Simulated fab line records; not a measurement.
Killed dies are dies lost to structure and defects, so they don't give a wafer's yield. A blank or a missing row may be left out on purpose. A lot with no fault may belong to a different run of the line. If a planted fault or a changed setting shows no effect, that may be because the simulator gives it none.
Split-lot trial | flow berkeley cmos170 | 23 wafers read across 5 lots, on a route 331 steps long

SPLIT DETAILS
At UCB170_ZERO_COAT_01 (resist thk 900 nm), the setting spin rpm was moved away from the recipe's 1500 rpm on 7 of the 23 wafers read, by -6.6% to +3.7%. The other wafers ran this setting at the recipe's value.

The reading is taken at the split's own step.

THE READING
KrF_of_ZERO_COAT_01.thk nm (the simulator's own value, which no gauge read), in nm, at UCB170_ZERO_COAT_01 (resist thk 900 nm). The file does not state a usual value for it. Here, 16 wafers ran the recipe; their average is 899.3 nm with a standard deviation of 2 nm.

wafer  | tool, chamber at the split | spin rpm as run, rpm | against the recipe | KrF_of_ZERO_COAT_01.thk nm, nm | against lot-mates on the recipe
L074.1 | litho track-01, 0          | 1500                 | recipe             | 900.3                          | -
L074.2 | litho track-01, 0          | 1500                 | recipe             | 901.2                          | -
L074.4 | litho track-01, 0          | 1500                 | recipe             | 900.8                          | -
L074.5 | litho track-01, 0          | 1500                 | recipe             | 900.2                          | -
L074.6 | litho track-01, 0          | 1500                 | recipe             | 903.8                          | -
L075.1 | litho track-02, 0          | 1500                 | recipe             | 897.4                          | -
L075.2 | litho track-02, 0          | 1500                 | recipe             | 899                            | -
L075.3 | litho track-02, 0          | 1500                 | recipe             | 897.1                          | -
L081.1 | litho track-03, 0          | 1401                 | -6.6%              | 930.5                          | +30.5
L081.2 | litho track-03, 0          | 1500                 | recipe             | 901                            | -
L081.4 | litho track-03, 0          | 1500                 | recipe             | 899                            | -
L081.5 | litho track-03, 0          | 1401                 | -6.6%              | 928                            | +28.0
L081.6 | litho track-03, 0          | 1401                 | -6.6%              | 931                            | +31.0
L080.1 | litho track-02, 0          | 1555                 | +3.7%              | 882.9                          | -15.5
L080.2 | litho track-02, 0          | 1500                 | recipe             | 898.8                          | -
L080.3 | litho track-02, 0          | 1500                 | recipe             | 900.5                          | -
L080.4 | litho track-02, 0          | 1500                 | recipe             | 896                            | -
L080.5 | litho track-02, 0          | 1555                 | +3.7%              | 880                            | -18.4
L082.1 | litho track-03, 0          | 1500                 | recipe             | 899                            | -
L082.2 | litho track-03, 0          | 1533                 | +2.2%              | 887.4                          | -10.3
L082.6 | litho track-03, 0          | 1533                 | +2.2%              | 887.4                          | -10.3
L082.3 | litho track-03, 0          | 1500                 | recipe             | 897.6                          | -
L082.4 | litho track-03, 0          | 1500                 | recipe             | 896.6                          | -

THE FIT
A straight line over all 23 wafers: KrF_of_ZERO_COAT_01.thk nm changes by -4.72 nm for each +1% of spin rpm; r = -0.99; the points scatter about the line by 1.9 nm.
The same after taking each lot's own level away (the mean of its wafers on the recipe; 23 wafers): -4.55 nm for each +1%; r = -0.99; scatter 1.3 nm.
The reading moves by 30 nm for the largest change in spin rpm, on that fit.
The span of the lots' own levels, 897.73 to 901.26 nm, comes to 1.8 times the standard deviation stated above.
The two slopes agree, so the slope changes little with the lot-to-lot level.
Check: +29.8 nm against its lot-mates is what the line predicts for one of the wafers moved furthest among these (-6.6%) when that wafer is left out of the fit. It came out at +30.5 nm against them.

THE WHOLE CHAIN: every reading that the file lists as answering this split, in the file's order
step                 | what it does      | reading                                                                     | change (the file's fit)              | r (the file's)
UCB170_ZERO_COAT_01  | resist thk 900 nm | KrF_of_ZERO_COAT_01.thk nm (the simulator's own value, which no gauge read) | -4.56 nm for each +1% of the setting | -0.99
UCB170_ZERO_STRIP_07 | strips in O2      | strip time to endpoint s                                                    | withheld for each +1% of the setting | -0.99

FILE'S OWN FIT
KrF_of_ZERO_COAT_01.thk nm changes by -4.56 nm for each +1% of spin rpm, r = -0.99.
